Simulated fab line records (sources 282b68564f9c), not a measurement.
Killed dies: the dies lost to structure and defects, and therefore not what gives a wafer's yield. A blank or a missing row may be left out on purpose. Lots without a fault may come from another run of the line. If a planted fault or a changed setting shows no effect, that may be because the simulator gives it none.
What tool caused it? + flow ritCmos + 14 lots with 42 wafers sampled at 2 steps, on a route of 202 steps

WHAT EACH GAUGE READ, for each wafer
Not one reading of a measure or inspect step in the record can be checked against a usual standard deviation.

WHAT TOOL EACH LOT RAN ON (gives the tool, then ch and the chambers of the sampled wafers, and finally the start)
| lot  | RIT_SDANNEAL_CLEAN_02         | RIT_M1_PROBE_99        |
|------|-------------------------------|------------------------|
| L361 | wetBench-01 ch 0, day 3 11:02 | prober-02, day 3 18:38 |
| L362 | wetBench-01 ch 1, day 3 16:05 | prober-01, day 3 23:50 |
| L363 | wetBench-03 ch 3, day 3 22:30 | -                      |
| L364 | wetBench-01 ch 2, day 4 02:59 | prober-01, day 4 10:35 |
| L365 | wetBench-03 ch 0, day 4 07:26 | prober-02, day 4 15:04 |
| L370 | wetBench-01 ch 2, day 5 08:11 | prober-01, day 5 15:55 |
| L373 | wetBench-03 ch 3, day 5 23:45 | prober-02, day 6 08:40 |
| L374 | wetBench-03 ch 0, day 6 04:28 | prober-01, day 6 12:12 |
| L375 | wetBench-03 ch 2, day 6 10:01 | prober-02, day 6 17:41 |
| L376 | wetBench-03 ch 3, day 6 15:07 | -                      |
| L377 | wetBench-03 ch 0, day 6 20:17 | -                      |
| L378 | wetBench-03 ch 3, day 6 23:49 | -                      |
| L381 | wetBench-04 ch 2, day 7 15:22 | prober-02, day 8 02:02 |
| L382 | wetBench-04 ch 2, day 7 19:43 | -                      |
- RIT_SDANNEAL_CLEAN_02: cleans in SC2, time 600 s.
- RIT_M1_PROBE_99

AS READ BY THE TOOLS THEMSELVES (means over the sampled wafers that have a number; for cases with no such wafer, the mark the record gives instead)
RIT_M1_PROBE_99. Usual: killedAtContacts 0.1, standard deviation 0.35; killedAtFrontEnd 6.6, standard deviation 2.7; killedDies 6.7, standard deviation 2.8; killedOnRim 1.8, standard deviation 1.5; killedOpen 3.4, standard deviation 2.1; killedShort 3.3, standard deviation 1.8.
| lot  | tool      | killedAtContacts | killedAtFrontEnd | killedDies | killedOnRim | killedOpen | killedShort | flag |
|------|-----------|------------------|------------------|------------|-------------|------------|-------------|------|
| L361 | prober-02 | 0.0              | 5.7              | 5.7        | 1.3         | 1.0        | 4.7         |      |
| L362 | prober-01 | 0.0              | 4.7              | 4.7        | 0.7         | 2.0        | 2.7         |      |
| L364 | prober-01 | 0.0              | 19.3             | 19.3       | 7.3         | 1.3        | 1.0         | OFF  |
| L365 | prober-02 | 0.3              | 9.0              | 9.3        | 1.3         | 4.7        | 4.7         |      |
| L370 | prober-01 | 0.0              | 22.7             | 22.7       | 8.3         | 6.0        | 1.7         | OFF  |
| L373 | prober-02 | 0.0              | 6.0              | 6.0        | 1.0         | 3.0        | 3.0         |      |
| L374 | prober-01 | 0.0              | 9.0              | 9.0        | 2.0         | 4.3        | 4.7         |      |
| L375 | prober-02 | 0.0              | 6.3              | 6.3        | 2.7         | 3.0        | 3.0         |      |
| L381 | prober-02 | 0.0              | 5.7              | 5.7        | 1.3         | 4.0        | 1.7         |      |

THE ANSWER, worked out from the rows above alone
Rule: a lot is off if the mean of its wafers that have a number lies more than 3 standard deviations from the usual mean. A lot without any number at a reading at which 4 lots or more have one is off too. Any other lot the step has rows for is counted as sound. First the gauges in route order, then the tools' own readings, where a lot's mean is used as printed above. The first step at which some lot is off is used, and at that step the reading that is off furthest; a lot without a number counts as furthest.
Off at RIT_M1_PROBE_99 (killedAtFrontEnd): L364, L370. Neither off nor sound, because the step has no rows for them: L363, L376, L377, L378, L382.
A tool fits if, at that step or a process step before it, it ran every lot that is off, and no sound lot after the first of them. One fits: wetBench-01 at RIT_SDANNEAL_CLEAN_02. A fault onset in the window from L362 (day 3 16:05, its last sound lot) to L364 (day 4 02:59, its first lot off) fits.

WHAT HAD BEEN PUT IN BY THE SIMULATOR
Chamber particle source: wetBench-01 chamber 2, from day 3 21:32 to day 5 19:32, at RIT_SDANNEAL_CLEAN_02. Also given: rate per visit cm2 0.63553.
Lots struck among those shown: L364, L370. The rule above found the same.
